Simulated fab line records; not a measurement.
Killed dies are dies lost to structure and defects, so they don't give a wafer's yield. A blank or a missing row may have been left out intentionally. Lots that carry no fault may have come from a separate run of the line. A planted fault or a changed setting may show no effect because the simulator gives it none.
Which tool did it? + flow rit_cmos + Sampling: 14 lots, 42 wafers, 2 of 202 route steps

## WHAT EACH GAUGE READ, for each wafer
Not one reading of a measure or inspect step in the record can be checked against a usual standard deviation.

## EACH LOT AND THE TOOL THAT RAN IT (in order: tool; ch and the chambers of the sampled wafers; start)
| lot  | RIT_SDANNEAL_CLEAN_02          | RIT_M1_PROBE_99        |
|------|--------------------------------|------------------------|
| L490 | wet_bench-02 ch 0, day 3 03:02 | -                      |
| L491 | wet_bench-04 ch 1, day 3 07:51 | -                      |
| L492 | wet_bench-02 ch 2, day 3 17:31 | -                      |
| L495 | wet_bench-02 ch 3, day 4 08:48 | -                      |
| L496 | wet_bench-04 ch 2, day 4 13:26 | -                      |
| L497 | wet_bench-02 ch 3, day 4 18:37 | -                      |
| L498 | wet_bench-04 ch 2, day 5 01:58 | -                      |
| L499 | wet_bench-02 ch 1, day 5 07:11 | -                      |
| L500 | wet_bench-02 ch 3, day 5 13:40 | -                      |
| L502 | wet_bench-04 ch 2, day 5 18:39 | -                      |
| L503 | wet_bench-04 ch 1, day 6 01:16 | -                      |
| L506 | wet_bench-02 ch 1, day 7 00:22 | -                      |
| L509 | wet_bench-02 ch 3, day 7 17:59 | prober-02, day 8 01:47 |
| L510 | wet_bench-02 ch 2, day 8 04:31 | -                      |
- RIT_SDANNEAL_CLEAN_02: cleans in SC2, time 600 s.
- RIT_M1_PROBE_99

## WHAT THE TOOLS THEMSELVES READ (means of the sampled wafers that have a number; where no wafer has one, the mark that the record gives instead)
RIT_SDANNEAL_CLEAN_02. Usual: run_length_s reads 629 s (standard deviation 4).
| lot  | tool         | run_length_s (s) | flag |
|------|--------------|------------------|------|
| L490 | wet_bench-02 | 627              |      |
| L491 | wet_bench-04 | 625              |      |
| L492 | wet_bench-02 | 626              |      |
| L495 | wet_bench-02 | 626              |      |
| L496 | wet_bench-04 | 632              |      |
| L497 | wet_bench-02 | 626              |      |
| L498 | wet_bench-04 | 624              |      |
| L499 | wet_bench-02 | 631              |      |
| L500 | wet_bench-02 | 633              |      |
| L502 | wet_bench-04 | 624              |      |
| L503 | wet_bench-04 | 624              |      |
| L506 | wet_bench-02 | 625              |      |
| L509 | wet_bench-02 | 357              | OFF  |
| L510 | wet_bench-02 | 355              | OFF  |

RIT_M1_PROBE_99. Usual: killed_at_contacts 0.1, standard deviation 0.24; killed_at_front_end 7, standard deviation 3.1; killed_dies 7, standard deviation 3.1; killed_open 3.3, standard deviation 1.9; killed_short 3.9, standard deviation 2.1.
| lot  | tool      | killed_at_contacts | killed_at_front_end | killed_dies | killed_open | killed_short | flag |
|------|-----------|--------------------|---------------------|-------------|-------------|--------------|------|
| L509 | prober-02 | 0.0                | 12                  | 12          | 6.0         | 5.7          |      |

## THE ANSWER, worked out from the rows above alone
Rule: a lot is off if the mean of its wafers that have a number lies more than 3 standard deviations from the usual mean. A lot without any number at a reading at which 4 lots or more have one is off too. Any other lot the step has rows for is counted as sound. Order of review: gauges by route order, followed by the tools' own readings, for which a lot's mean as printed above is used. The first step at which some lot is off is used, and at that step the reading that is off furthest; a lot without a number counts as furthest.
Off: L509, L510, at RIT_SDANNEAL_CLEAN_02 (run_length_s).
If a tool, at that step or one of the process steps before it, ran each lot that is off and ran no sound lot following the first of them, it fits. One candidate fits, namely wet_bench-02 at RIT_SDANNEAL_CLEAN_02. Its last sound lot is L506 (day 7 00:22), its first lot that is off L509 (day 7 17:59): a fault that began between those two fits.
On the lots that are off, the tool's own readings at RIT_SDANNEAL_CLEAN_02 differ by more than 5 times the standard deviation of the sound lots' means, which bears it out; run_length_s reads 356 s there versus 627 s on the sound lots.

## WHAT THE SIMULATOR HAD PUT IN
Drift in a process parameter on wet_bench-02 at RIT_SDANNEAL_CLEAN_02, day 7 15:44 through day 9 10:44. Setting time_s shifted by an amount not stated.
Lots struck among those shown: L509, L510. The rule above found the same.
